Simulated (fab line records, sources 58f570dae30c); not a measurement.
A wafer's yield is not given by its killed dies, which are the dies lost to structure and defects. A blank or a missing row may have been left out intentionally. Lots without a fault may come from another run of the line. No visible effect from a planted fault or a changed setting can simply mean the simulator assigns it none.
Tool commonality check :: flow berkeley cmos170 :: 12 lots, 42 wafers sampled

## WHY IT WAS OPENED
At UCB170_M1_CD_MEAS_09 the reading cd nm is flagged on 2 of 12 lots. Fault-free wafers read 699.7 nm, with a standard deviation of 1.3.
Rule: flag the lot when none of its wafers has a number, or when each of its wafers that has one lies beyond 4 standard deviations from that mean. All remaining lots are regarded as sound.

lot: L104
measured: day 8 04:13
on: cd sem-01
cd nm (nm), wafer by wafer: 699.9 699.5 697.6
flag: 

lot: L105
measured: day 8 04:35
on: cd sem-01
cd nm (nm), wafer by wafer: 700.6 699.9 699.8
flag: 

lot: L109
measured: day 9 10:40
on: cd sem-01
cd nm (nm), wafer by wafer: 700.6 699.5 700.1
flag: 

lot: L106
measured: day 9 11:28
on: cd sem-01
cd nm (nm), wafer by wafer: 699.2 698.2 698.7
flag: 

lot: L114
measured: day 10 13:27
on: cd sem-01
cd nm (nm), wafer by wafer: 711.6 712.6 712.1 711.2 712.4 712.2
flag: FLAGGED

lot: L113
measured: day 10 17:16
on: cd sem-02
cd nm (nm), wafer by wafer: 708.4 707.4 707.6 708.1 707.7 707.9
flag: FLAGGED

lot: L117
measured: day 10 19:25
on: cd sem-02
cd nm (nm), wafer by wafer: 701.9 700.7 701.1
flag: 

lot: L120
measured: day 11 12:59
on: cd sem-02
cd nm (nm), wafer by wafer: 699.9 700.3 699.9
flag: 

lot: L121
measured: day 12 04:19
on: cd sem-02
cd nm (nm), wafer by wafer: 698.2 699.1 699.7
flag: 

lot: L122
measured: day 12 04:32
on: cd sem-02
cd nm (nm), wafer by wafer: 700.7 698.3 699.9
flag: 

lot: L124
measured: day 12 04:34
on: cd sem-01
cd nm (nm), wafer by wafer: 697.3 697.3 696.9
flag: 

lot: L123
measured: day 13 00:05
on: cd sem-01
cd nm (nm), wafer by wafer: 700.1 700.2 701.2
flag: 
On average the flagged lots' numbers are 709.9 nm, which is +10.2 nm against the usual, or +8 standard deviations.

## TOOL THAT RAN EACH LOT
Before the reading, the record contains 2 process steps out of a 331-step route. Cell contents, in order: the tool; ch with the chambers the sampled wafers went through; the start.
lot: L104
flag: 
UCB170_SILICIDE_RTA_04: rtp anneal-02 ch 0, day 7 21:03
UCB170_M1_PEB_07: litho track-03 ch 0, day 8 03:56

lot: L105
flag: 
UCB170_SILICIDE_RTA_04: rtp anneal-01 ch 0, day 7 21:17
UCB170_M1_PEB_07: litho track-02 ch 0, day 8 04:19

lot: L109
flag: 
UCB170_SILICIDE_RTA_04: rtp anneal-01 ch 0, day 9 01:49
UCB170_M1_PEB_07: litho track-01 ch 0, day 9 10:24

lot: L106
flag: 
UCB170_SILICIDE_RTA_04: rtp anneal-02 ch 0, day 9 01:56
UCB170_M1_PEB_07: litho track-03 ch 0, day 9 11:07

lot: L114
flag: FLAGGED
UCB170_SILICIDE_RTA_04: rtp anneal-02 ch 0, day 10 06:35
UCB170_M1_PEB_07: litho track-02 ch 0, day 10 13:11

lot: L113
flag: FLAGGED
UCB170_SILICIDE_RTA_04: rtp anneal-01 ch 0, day 10 11:28
UCB170_M1_PEB_07: litho track-02 ch 0, day 10 16:59

lot: L117
flag: 
UCB170_SILICIDE_RTA_04: rtp anneal-02 ch 0, day 10 11:58
UCB170_M1_PEB_07: litho track-01 ch 0, day 10 19:09

lot: L120
flag: 
UCB170_SILICIDE_RTA_04: rtp anneal-01 ch 0, day 11 06:27
UCB170_M1_PEB_07: litho track-03 ch 0, day 11 12:43

lot: L121
flag: 
UCB170_SILICIDE_RTA_04: rtp anneal-02 ch 0, day 11 20:21
UCB170_M1_PEB_07: litho track-01 ch 0, day 12 04:03

lot: L122
flag: 
UCB170_SILICIDE_RTA_04: rtp anneal-01 ch 0, day 11 20:40
UCB170_M1_PEB_07: litho track-03 ch 0, day 12 04:16

lot: L124
flag: 
UCB170_SILICIDE_RTA_04: rtp anneal-02 ch 0, day 11 20:48
UCB170_M1_PEB_07: litho track-01 ch 0, day 12 04:18

lot: L123
flag: 
UCB170_SILICIDE_RTA_04: rtp anneal-01 ch 0, day 12 17:50
UCB170_M1_PEB_07: litho track-01 ch 0, day 12 23:49
What is done by these steps:
- UCB170_SILICIDE_RTA_04: time 15 s.
- UCB170_M1_PEB_07
- UCB170_M1_CD_MEAS_09: target cd 700 nm.

## FLAGGED AGAINST TOTAL, ONE TOOL AT A TIME (gauges that did the reading follow at the end)
step: UCB170_SILICIDE_RTA_04
tool: rtp anneal-01
lots run: 6
flagged: 1
share of the flagged lots: some
sound lots run after its first flagged lot: 3 (L120,L122,L123)

step: UCB170_SILICIDE_RTA_04
tool: rtp anneal-02
lots run: 6
flagged: 1
share of the flagged lots: some
sound lots run after its first flagged lot: 3 (L117,L121,L124)

step: UCB170_M1_PEB_07
tool: litho track-01
lots run: 5
flagged: 0
share of the flagged lots: none
sound lots run after its first flagged lot: -

step: UCB170_M1_PEB_07
tool: litho track-02
lots run: 3
flagged: 2
share of the flagged lots: all
sound lots run after its first flagged lot: 0

step: UCB170_M1_PEB_07
tool: litho track-03
lots run: 4
flagged: 0
share of the flagged lots: none
sound lots run after its first flagged lot: -

step: UCB170_M1_CD_MEAS_09
tool: cd sem-01
lots run: 7
flagged: 1
share of the flagged lots: some
sound lots run after its first flagged lot: 2 (L124,L123)

step: UCB170_M1_CD_MEAS_09
tool: cd sem-02
lots run: 5
flagged: 1
share of the flagged lots: some
sound lots run after its first flagged lot: 4 (L117,L120,L121,L122)

## WHAT THE TABLE PERMITS
1 row of the table ran every flagged lot: litho track-02 at UCB170_M1_PEB_07.
- litho track-02 at UCB170_M1_PEB_07: 2 of its 3 lots flagged. Last sound lot L105 at day 8 04:19, first flagged lot L114 at day 10 13:11; a fault beginning in between fits. Its own readings (heater power total W) fall more than 4 standard deviations out on all wafers of the flagged lots.
Just one tool remains: litho track-02 at UCB170_M1_PEB_07.

## WHAT THE SIMULATOR HAD INSERTED
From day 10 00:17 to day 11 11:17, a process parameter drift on litho track-02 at UCB170_M1_PEB_07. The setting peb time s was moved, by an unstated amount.
Shown lots that were struck: L114, L113. This agrees with what the rule above found.
